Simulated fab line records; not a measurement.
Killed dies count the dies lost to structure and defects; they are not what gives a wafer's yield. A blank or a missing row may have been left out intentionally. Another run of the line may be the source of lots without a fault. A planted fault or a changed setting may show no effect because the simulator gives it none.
Split-lot trial :: flow berkeley cmos170 :: route with 331 steps; 3 lots, 15 wafers read

## SPLIT DETAILS
At UCB170_ACTIVE_CVD_05 (deposits Si3N4 from SiH2Cl2/NH3, target thk 220 nm, time 3300 s), the setting sih2cl2 flow sccm was moved away from the recipe's 25 sccm on 12 of the 15 wafers read, by -7.7% to +6.2%. The other wafers ran this setting at the recipe's value.

Between the split and the reading, the file records no step.

## THE READING
ACTIVE_NITRIDE_THK at UCB170_ACTIVE_THK_MEAS_06, in nm. A value of 220.2 nm with a standard deviation of 1.9 nm is what fault-free wafers of this fab line usually give.

wafer: L076.1
tool, chamber at the split: -, -
sih2cl2 flow sccm as run, sccm: 23.07
against the recipe: -7.7%
ACTIVE_NITRIDE_THK, nm: 213.8
against lot-mates on the recipe: no lot-mate on the recipe

wafer: L076.2
tool, chamber at the split: -, -
sih2cl2 flow sccm as run, sccm: 23.07
against the recipe: -7.7%
ACTIVE_NITRIDE_THK, nm: 213.9
against lot-mates on the recipe: no lot-mate on the recipe

wafer: L076.3
tool, chamber at the split: -, -
sih2cl2 flow sccm as run, sccm: 23.07
against the recipe: -7.7%
ACTIVE_NITRIDE_THK, nm: 213.5
against lot-mates on the recipe: no lot-mate on the recipe

wafer: L076.4
tool, chamber at the split: -, -
sih2cl2 flow sccm as run, sccm: 23.07
against the recipe: -7.7%
ACTIVE_NITRIDE_THK, nm: 210.5
against lot-mates on the recipe: no lot-mate on the recipe

wafer: L076.5
tool, chamber at the split: -, -
sih2cl2 flow sccm as run, sccm: 23.07
against the recipe: -7.7%
ACTIVE_NITRIDE_THK, nm: 212.4
against lot-mates on the recipe: no lot-mate on the recipe

wafer: L076.6
tool, chamber at the split: -, -
sih2cl2 flow sccm as run, sccm: 23.07
against the recipe: -7.7%
ACTIVE_NITRIDE_THK, nm: 213.0
against lot-mates on the recipe: no lot-mate on the recipe

wafer: L081.2
tool, chamber at the split: lpcvd-02, 0
sih2cl2 flow sccm as run, sccm: 25
against the recipe: recipe
ACTIVE_NITRIDE_THK, nm: 221.5
against lot-mates on the recipe: -

wafer: L081.4
tool, chamber at the split: lpcvd-02, 0
sih2cl2 flow sccm as run, sccm: 25
against the recipe: recipe
ACTIVE_NITRIDE_THK, nm: 222.5
against lot-mates on the recipe: -

wafer: L081.5
tool, chamber at the split: lpcvd-02, 0
sih2cl2 flow sccm as run, sccm: 25
against the recipe: recipe
ACTIVE_NITRIDE_THK, nm: 222.0
against lot-mates on the recipe: -

wafer: L085.1
tool, chamber at the split: -, -
sih2cl2 flow sccm as run, sccm: 26.55
against the recipe: +6.2%
ACTIVE_NITRIDE_THK, nm: 224.2
against lot-mates on the recipe: no lot-mate on the recipe

wafer: L085.2
tool, chamber at the split: -, -
sih2cl2 flow sccm as run, sccm: 26.55
against the recipe: +6.2%
ACTIVE_NITRIDE_THK, nm: 224.2
against lot-mates on the recipe: no lot-mate on the recipe

wafer: L085.3
tool, chamber at the split: -, -
sih2cl2 flow sccm as run, sccm: 26.55
against the recipe: +6.2%
ACTIVE_NITRIDE_THK, nm: 224.4
against lot-mates on the recipe: no lot-mate on the recipe

wafer: L085.4
tool, chamber at the split: -, -
sih2cl2 flow sccm as run, sccm: 26.55
against the recipe: +6.2%
ACTIVE_NITRIDE_THK, nm: 225.0
against lot-mates on the recipe: no lot-mate on the recipe

wafer: L085.5
tool, chamber at the split: -, -
sih2cl2 flow sccm as run, sccm: 26.55
against the recipe: +6.2%
ACTIVE_NITRIDE_THK, nm: 224.0
against lot-mates on the recipe: no lot-mate on the recipe

wafer: L085.6
tool, chamber at the split: -, -
sih2cl2 flow sccm as run, sccm: 26.55
against the recipe: +6.2%
ACTIVE_NITRIDE_THK, nm: 223.5
against lot-mates on the recipe: no lot-mate on the recipe

THE FIT
A straight line over all 15 wafers: ACTIVE_NITRIDE_THK changes by +0.825 nm for each +1% of sih2cl2 flow sccm; r = +0.97; the points scatter about the line by 1.5 nm.
Too few moved wafers with a lot-mate on the recipe to fit a line net of each lot's own level.

## THE WHOLE CHAIN: every reading that the file lists as answering this split, in the file's order
step: UCB170_ACTIVE_CVD_05
what it does: deposits Si3N4 from SiH2Cl2/NH3, target thk 220 nm, time 3300 s
reading: Si3N4_of_ACTIVE_CVD_05.thk nm (the simulator's own value, which no gauge read)
change (the file's fit): +0.829 nm for each +1% of the setting
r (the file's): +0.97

step: UCB170_ACTIVE_THK_MEAS_06
what it does: 
reading: ACTIVE_NITRIDE_THK
change (the file's fit): +0.825 for each +1% of the setting
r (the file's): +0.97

## THE FILE'S OWN FIT
ACTIVE_NITRIDE_THK changes by +0.825 nm for each +1% of sih2cl2 flow sccm, r = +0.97.
